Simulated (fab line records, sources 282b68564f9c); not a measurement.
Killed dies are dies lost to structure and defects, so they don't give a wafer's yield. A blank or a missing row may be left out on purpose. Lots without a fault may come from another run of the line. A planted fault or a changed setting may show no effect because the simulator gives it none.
One fault seen from 2 desks | flow rit_cmos | each desk has only its own numbers; what lay behind them comes last

THE METROLOGY DESK
What the gauges read, lot by lot, whatever tool the lot ran on: means of the sampled wafers that have a number. A lot is out of limits, marked OUT, if its mean lies more than 4 standard deviations from the usual mean; the brackets give that distance.
Columns: A = M1_AL_RS at RIT_M1_RS_MEAS_01, usual 0.0729 ohm/sq; B = M1_AL_THK at RIT_M1_THK_MEAS_02, usual 401 nm
lot  | first seen here | A                | B
L376 | day 3 09:31     | 0.0730           | 403
L377 | day 3 12:11     | 0.0732           | 400
L378 | day 3 21:19     | 0.0731           | 394
L379 | day 4 00:16     | 0.0739           | 400
L380 | day 4 04:04     | 0.0728           | 397
L381 | day 4 08:22     | 0.0739           | 394
L382 | day 4 13:02     | 0.0725           | 398
L386 | day 5 12:16     | 0.0564 (-20) OUT | 518 (+19) OUT
L388 | day 5 21:58     | 0.0558 (-21) OUT | 524 (+21) OUT
L393 | day 6 20:12     | 0.0719           | 411
L395 | day 7 06:47     | 0.0736           | 395
L397 | day 7 15:58     | 0.0739           | 398
L399 | day 8 06:44     | 0.0736           | 400
This desk's finding: out of limits on L386, L388; first on L386, day 5 12:16 (M1_AL_RS at RIT_M1_RS_MEAS_01). In limits: L376, L377, L378, L379, L380, L381, L382, L393, L395, L397, L399.

THE TOOL OWNER'S DESK: pvd_sputter-04
The tool's own readings at RIT_M1_SPUTTER_00 (material Al, target thk 400 nm, time 500 s): means of the sampled wafers that have a number, for each lot that ran on this tool. A lot is out of limits, marked OUT, if its mean lies more than 4 standard deviations from the usual mean; the brackets give that distance.
Columns: A = throttle_valve_pct at RIT_M1_SPUTTER_00, usual 29.9 %
lot  | first seen here | A
L376 | day 3 09:14     | 30.7
L378 | day 3 21:02     | 30.4
L380 | day 4 03:46     | 30.1
L382 | day 4 12:44     | 29.8
L386 | day 5 11:58     | 30.7
L388 | day 5 21:40     | 30.1
This desk's finding: nothing out of limits on any of the 6 lots.

PUT TOGETHER
The metrology desk could have raised an alarm at day 5 12:16, on L386, L388.
The tool owner's desk saw nothing out of limits.
The tool owner's desk has L386, L388 on record, within its limits.
Of the lots named, all ran RIT_M1_SPUTTER_00 on pvd_sputter-04.

WHAT THE SIMULATOR HAD PUT IN
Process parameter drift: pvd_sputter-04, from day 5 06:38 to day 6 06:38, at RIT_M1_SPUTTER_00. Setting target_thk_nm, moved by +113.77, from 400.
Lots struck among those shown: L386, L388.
Hours from the fault's start to each desk's first reading out of limits: the metrology desk, 6.
